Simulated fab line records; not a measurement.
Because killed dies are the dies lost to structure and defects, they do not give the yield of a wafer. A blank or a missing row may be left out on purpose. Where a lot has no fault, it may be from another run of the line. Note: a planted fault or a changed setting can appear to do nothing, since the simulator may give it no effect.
Matching of chambers	flow berkeley-cmos170	UCB170_SPACER_CVD_00 on pecvd-03: 3 sister chambers
The step deposits SiO2 from TEOS/O2, target thk 376 nm, time 47 s. 3 wafers are shown with their chamber, then 8 later ones without.

## WAFERS WITH THEIR CHAMBER
wafer	chamber	heater-power-w (W)
L235.1	1	239
L235.4	0	372
L238.1	2	239

## WAFERS MISSING THEIR CHAMBER
wafer	heater-power-w (W)
L238.4	396
L238.6	247
L244.1	353
L244.4	225
L244.6	369
L242.2	384
L242.3	195
L242.6	269

## EACH ONE'S CHAMBER
wafer	from the rows above	in truth
L238.4	0	0
L238.6	can't be placed: 1 or 2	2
L244.1	0	0
L244.4	can't be placed: 1 or 2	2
L244.6	0	0
L242.2	0	0
L242.3	can't be placed: 1 or 2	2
L242.6	can't be placed: 1 or 2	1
4 of 8 placed correctly. These rows do not allow placing 4 (true chamber among the candidates in 4). Placed wrongly: 0.
How it was worked out, from the rows above alone: a wafer's distance from a chamber is the root of the sum, over the readings, of the square of ((its reading less the chamber's mean) divided by the reading's scatter). If the next closest chamber is less than 2 further off than the closest, the wafer can't be placed; otherwise it belongs to the closest. For every chamber, the mean is computed from those of its wafers that are shown. The scatter: root of mean squared gap, hidden wafer to nearest shown wafer, with one shown wafer a chamber.
